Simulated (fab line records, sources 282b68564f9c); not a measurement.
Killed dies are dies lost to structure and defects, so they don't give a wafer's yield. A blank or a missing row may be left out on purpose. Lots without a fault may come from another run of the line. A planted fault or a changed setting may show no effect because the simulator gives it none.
Which tool did it? | flow rit_cmos | 13 lots, 39 wafers sampled, at 6 steps of a route of 202

WHAT THE GAUGES READ, wafer by wafer
RIT_NRETRO_OVL_MEAS_06. Usual: NRETRO_OVL -0.7 nm, standard deviation 1.4.
lot  | measured    | on         | NRETRO_OVL (nm) | flag
L354 | day 2 07:58 | overlay-02 | -1.9 -2.7 -4.0  |
L355 | day 2 12:13 | overlay-02 | 0.2 -3.3 -2.5   |
L358 | day 3 03:20 | overlay-01 | -1.7 -1.9 -1.2  |
L359 | day 3 08:17 | overlay-01 | -1.5 -1.0 -2.3  |
L360 | day 3 13:30 | overlay-02 | 0.7 -1.7 -1.3   |
L361 | day 3 17:35 | overlay-02 | -1.0 0.1 -0.3   |
L363 | day 4 03:28 | overlay-02 | -0.1 0.3 0.8    |
L364 | day 4 09:33 | overlay-02 | 0.7 0.2 -1.3    |
L365 | day 4 14:04 | overlay-02 | 0.9 1.1 -0.2    |
L366 | day 4 20:02 | overlay-02 | -0.4 -0.2 0.4   |
L369 | day 5 09:14 | overlay-02 | -0.7 0.4 -1.2   |
L375 | day 6 15:20 | overlay-01 | -0.5 0.5 -1.6   |
L376 | day 6 22:58 | overlay-01 | -1.6 -0.8 0.2   |

RIT_GATE_OVL_MEAS_17. Usual: GATE_OVL 0.2 nm, standard deviation 1.3.
lot  | measured    | on         | GATE_OVL (nm)  | flag
L354 | day 2 16:49 | overlay-02 | 1.1 0.5 1.2    |
L355 | day 2 19:04 | overlay-02 | 0.9 1.9 2.6    |
L358 | day 3 12:43 | overlay-01 | 2.0 1.3 0.3    |
L359 | day 3 15:16 | overlay-02 | 1.8 1.2 0.5    |
L360 | day 3 22:44 | overlay-01 | -0.8 -1.3 0.2  |
L361 | day 4 00:28 | overlay-01 | -0.9 -1.7 -1.4 |
L363 | day 4 13:22 | overlay-01 | 0.9 0.7 -1.1   |
L364 | day 4 17:14 | overlay-02 | 0.3 -0.7 -0.8  |
L365 | day 4 22:40 | overlay-02 | 0.1 1.4 -0.7   |
L366 | day 5 07:38 | overlay-02 | 0.9 0.6 0.8    |
L369 | day 5 17:34 | overlay-01 | 1.3 0.0 -1.8   |
L375 | day 7 00:46 | overlay-01 | 2.1 1.1 1.7    |
L376 | day 7 10:50 | overlay-02 | 1.5 -0.5 0.1   |

RIT_M1_RS_MEAS_01: measures by four-point-probe. Usual: M1_AL_RS 0.0735 ohm/sq, standard deviation 0.00081.
lot  | measured    | on            | M1_AL_RS (ohm/sq)    | flag
L354 | day 3 08:47 | film_metro-01 | 0.0726 0.0742 0.0734 |
L355 | day 3 11:51 | film_metro-04 | 0.0728 0.0740 0.0740 |
L358 | day 4 06:17 | film_metro-02 | 0.0733 0.0738 0.0742 |
L359 | day 4 08:04 | film_metro-01 | 0.0725 0.0725 0.0727 |
L360 | day 4 15:05 | film_metro-02 | 0.0731 0.0740 0.0746 |
L361 | day 4 17:58 | film_metro-02 | 0.0735 0.0736 0.0740 |
L363 | day 5 07:23 | film_metro-02 | 0.0736 0.0739 0.0745 |
L364 | day 5 09:17 | film_metro-01 | 0.0733 0.0724 0.0732 |
L365 | day 5 16:37 | film_metro-01 | 0.0733 0.0730 0.0722 |
L366 | day 5 23:43 | film_metro-01 | 0.0723 0.0737 0.0731 |
L369 | day 6 10:10 | film_metro-04 | 0.1068 0.0747 0.0734 | OFF
L375 | day 7 20:23 | film_metro-04 | 0.0750 0.0745 0.0745 |
L376 | day 8 04:52 | film_metro-01 | 0.0729 0.0733 0.0731 |

RIT_M1_THK_MEAS_02: measures by xrf. Usual: M1_AL_THK 401 nm, standard deviation 5.6.
lot  | measured    | on            | M1_AL_THK (nm) | flag
L354 | day 3 08:54 | film_metro-01 | 406 396 402    |
L355 | day 3 11:58 | film_metro-04 | 402 396 397    |
L358 | day 4 06:24 | film_metro-02 | 400 399 395    |
L359 | day 4 08:11 | film_metro-01 | 412 408 410    |
L360 | day 4 15:13 | film_metro-02 | 402 398 397    |
L361 | day 4 18:05 | film_metro-02 | 399 401 395    |
L363 | day 5 07:30 | film_metro-02 | 399 398 391    |
L364 | day 5 09:24 | film_metro-01 | 403 409 406    |
L365 | day 5 16:44 | film_metro-01 | 402 405 412    |
L366 | day 5 23:50 | film_metro-01 | 408 403 406    |
L369 | day 6 10:16 | film_metro-04 | 279 394 402    | OFF
L375 | day 7 20:30 | film_metro-04 | 393 396 393    |
L376 | day 8 04:59 | film_metro-01 | 406 406 407    |

WHICH TOOL RAN EACH LOT (tool, then ch and the chambers of the sampled wafers, then the start)
lot  | RIT_SILICIDE_RTA_06             | RIT_M1_SPUTTER_00
L354 | rtp_anneal-02 ch 0, day 3 06:03 | pvd_sputter-04, day 3 08:29
L355 | rtp_anneal-01 ch 0, day 3 09:04 | pvd_sputter-01, day 3 11:32
L358 | rtp_anneal-02 ch 0, day 4 03:42 | pvd_sputter-01, day 4 05:59
L359 | rtp_anneal-01 ch 0, day 4 05:22 | pvd_sputter-03, day 4 07:47
L360 | rtp_anneal-02 ch 0, day 4 12:14 | pvd_sputter-01, day 4 14:48
L361 | rtp_anneal-01 ch 0, day 4 15:13 | pvd_sputter-03, day 4 17:40
L363 | rtp_anneal-01 ch 0, day 5 04:48 | pvd_sputter-01, day 5 07:05
L364 | rtp_anneal-02 ch 0, day 5 06:42 | pvd_sputter-04, day 5 08:59
L365 | rtp_anneal-01 ch 0, day 5 13:53 | pvd_sputter-01, day 5 16:20
L366 | rtp_anneal-02 ch 0, day 5 21:05 | pvd_sputter-03, day 5 23:25
L369 | rtp_anneal-01 ch 0, day 6 07:32 | pvd_sputter-01, day 6 09:50
L375 | rtp_anneal-01 ch 0, day 7 17:48 | pvd_sputter-04, day 7 20:05
L376 | rtp_anneal-02 ch 0, day 8 02:10 | pvd_sputter-03, day 8 04:35
- RIT_SILICIDE_RTA_06: time 10 s, ramp up 5 s, ramp down 10 s.
- RIT_M1_SPUTTER_00: material Al, target thk 400 nm, time 500 s.

WHAT THE TOOLS THEMSELVES READ (means of the sampled wafers that have a number; where no wafer has one, the mark that the record gives instead)
RIT_SILICIDE_RTA_06. Usual: wafer_temp_C_max 753.2, standard deviation 0.59.
lot  | tool          | wafer_temp_C_max | flag
L354 | rtp_anneal-02 | 752.9            |
L355 | rtp_anneal-01 | 753.1            |
L358 | rtp_anneal-02 | 753.5            |
L359 | rtp_anneal-01 | 753.1            |
L360 | rtp_anneal-02 | 752.9            |
L361 | rtp_anneal-01 | 753.3            |
L363 | rtp_anneal-01 | 753.0            |
L364 | rtp_anneal-02 | 753.0            |
L365 | rtp_anneal-01 | 753.4            |
L366 | rtp_anneal-02 | 753.8            |
L369 | rtp_anneal-01 | 753.8            |
L375 | rtp_anneal-01 | 753.0            |
L376 | rtp_anneal-02 | 753.8            |

RIT_M1_SPUTTER_00. Usual: cathode_dc_power_W 2000.0 W, standard deviation 0.32; throttle_valve_pct 29.8 %, standard deviation 0.99.
lot  | tool           | cathode_dc_power_W (W) | throttle_valve_pct (%) | flag
L354 | pvd_sputter-04 | 2000.1                 | 29.8                   |
L355 | pvd_sputter-01 | 2000.2                 | 29.7                   |
L358 | pvd_sputter-01 | 1999.8                 | 29.6                   |
L359 | pvd_sputter-03 | 1999.7                 | 28.9                   |
L360 | pvd_sputter-01 | 2000.1                 | 30.0                   |
L361 | pvd_sputter-03 | 2000.3                 | 30.6                   |
L363 | pvd_sputter-01 | 1999.9                 | 30.6                   |
L364 | pvd_sputter-04 | 1999.8                 | 29.9                   |
L365 | pvd_sputter-01 | 2000.2                 | 29.3                   |
L366 | pvd_sputter-03 | 2000.3                 | 29.4                   |
L369 | pvd_sputter-01 | 2000.1                 | 30.2                   |
L375 | pvd_sputter-04 | 2000.1                 | 30.0                   |
L376 | pvd_sputter-03 | 1999.6                 | 29.3                   |

THE ANSWER, worked out from the rows above alone
Rule: a lot is off if the mean of its wafers that have a number lies more than 3 standard deviations from the usual mean. A lot without any number at a reading at which 4 lots or more have one is off too. The other lots that the step has rows for count as sound. The gauges are gone through in route order, then the tools' own readings, and for those a lot's mean is taken as printed above. The first step at which some lot is off is used, and at that step the reading that is off furthest; a lot without a number counts as furthest.
Off: L369, at RIT_M1_RS_MEAS_01 (M1_AL_RS).
A tool fits if, at a process step before that reading, it ran every lot that is off, and no sound lot after the first of them. The gauges at RIT_M1_RS_MEAS_01 are tried like those tools. One fits: pvd_sputter-01 at RIT_M1_SPUTTER_00. Its last sound lot is L365 (day 5 16:20), its first lot that is off L369 (day 6 09:50): a fault that began between those two fits.

WHAT THE SIMULATOR HAD PUT IN
Process parameter drift: pvd_sputter-01, from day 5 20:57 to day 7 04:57, at RIT_M1_SPUTTER_00. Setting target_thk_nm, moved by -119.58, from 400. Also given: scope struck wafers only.
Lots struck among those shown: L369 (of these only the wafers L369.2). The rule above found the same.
